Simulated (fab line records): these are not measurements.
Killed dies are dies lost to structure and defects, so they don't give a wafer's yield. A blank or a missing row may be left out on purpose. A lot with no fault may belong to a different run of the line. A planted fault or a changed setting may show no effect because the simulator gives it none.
Comparing a struck lot with a sound one    flow rit cmos    19 steps out of a route of 202
Sound: wafers L343.2, L343.3, L343.4. Struck: wafers L352.1, L352.4, L352.5. The cause comes at the end.
Per side, at each step with rows, come the tool, then ch with its chambers, and then its first start. Under that, the readings that differ: sound wafers    struck wafers    difference of the means    sigmas: that difference in standard deviations of wafers without a fault.
alike: same words and numbers on both sides, and readings whose means sit less than 2 such deviations apart. not compared: any withheld reading, any reading some wafer has no value for, any bound like >300 that may hide the same value, and any number with overlapping values for which the record gives no deviation.
The two part at a step that has a row with sigmas, a row that says differs or no value, or rows on one side only. Non-overlapping numbers with no deviation appear without sigmas and do not part them. Lack of a reading on every wafer of one side parts them only where that side has two or more wafers.

first, 2 steps without rows for these wafers: RIT_NLDD_PEB_04; RIT_NLDD_DEVELOP_05 (develop time 50 s).
RIT_NLDD_OVL_MEAS_06:
  sound on overlay-01 at day 3 05:08; struck on overlay-02 at day 5 00:14
  alike: NLDD_OVL
then, 2 steps without rows for these wafers: RIT_NLDD_HARDBAKE_07 (time 60 s); RIT_NLDD_IMPLANT_08.
RIT_NLDD_STRIP_09: strips in O2, time 180 s.
  sound on plasma asher-02 ch 0,1, day 3 05:28; struck on plasma asher-04 ch 1, day 5 00:35
  alike: drypump motor current A
  not compared: rf hours counter h
RIT_NLDD_TW_MEAS_10:
  sound on film metro-03 at day 3 05:39; struck on film metro-03 at day 5 00:45
  alike: NLDD_TW
then, 5 steps without rows for these wafers: RIT_PLDD_HMDS_00 (prime time 60 s); RIT_PLDD_COAT_01 (resist thk 1000 nm); RIT_PLDD_SOFTBAKE_02 (time 60 s); RIT_PLDD_EXPOSE_03 (exposes mask M8, target cd 40900 nm); RIT_PLDD_PEB_04.
RIT_PLDD_DEVELOP_05: develop time 50 s.
  sound on litho track-02 ch 0, day 3 06:00; struck on litho track-02 ch 0, day 5 01:00
RIT_PLDD_OVL_MEAS_06:
  sound on overlay-01 at day 3 06:41; struck on overlay-01 at day 5 01:52
  alike: PLDD_OVL
then, 2 steps without rows for these wafers: RIT_PLDD_HARDBAKE_07 (time 60 s); RIT_PLDD_IMPLANT_08.
RIT_PLDD_STRIP_09: strips in O2, time 180 s.
  sound on plasma asher-04 ch 0,1, day 3 07:01; struck on plasma asher-04 ch 0,1, day 5 02:13
  alike: drypump motor current A
  not compared: rf hours counter h
RIT_PLDD_TW_MEAS_10:
  sound on film metro-01 at day 3 07:12; struck on film metro-01 at day 5 02:37
reading  sound           struck    difference  sigmas
PLDD_TW  2344 2333 2332  30 30 30  -2306       -99 or more
  not compared: hold
RIT_M1_PROBE_99:
  the record has rows for the sound wafers here (prober-01, day 3 20:34) and none for the struck ones

## WHERE THEY PART
At RIT_PLDD_TW_MEAS_10 first; at RIT_M1_PROBE_99 last (within this record only).

WHY: whatever the simulator had introduced
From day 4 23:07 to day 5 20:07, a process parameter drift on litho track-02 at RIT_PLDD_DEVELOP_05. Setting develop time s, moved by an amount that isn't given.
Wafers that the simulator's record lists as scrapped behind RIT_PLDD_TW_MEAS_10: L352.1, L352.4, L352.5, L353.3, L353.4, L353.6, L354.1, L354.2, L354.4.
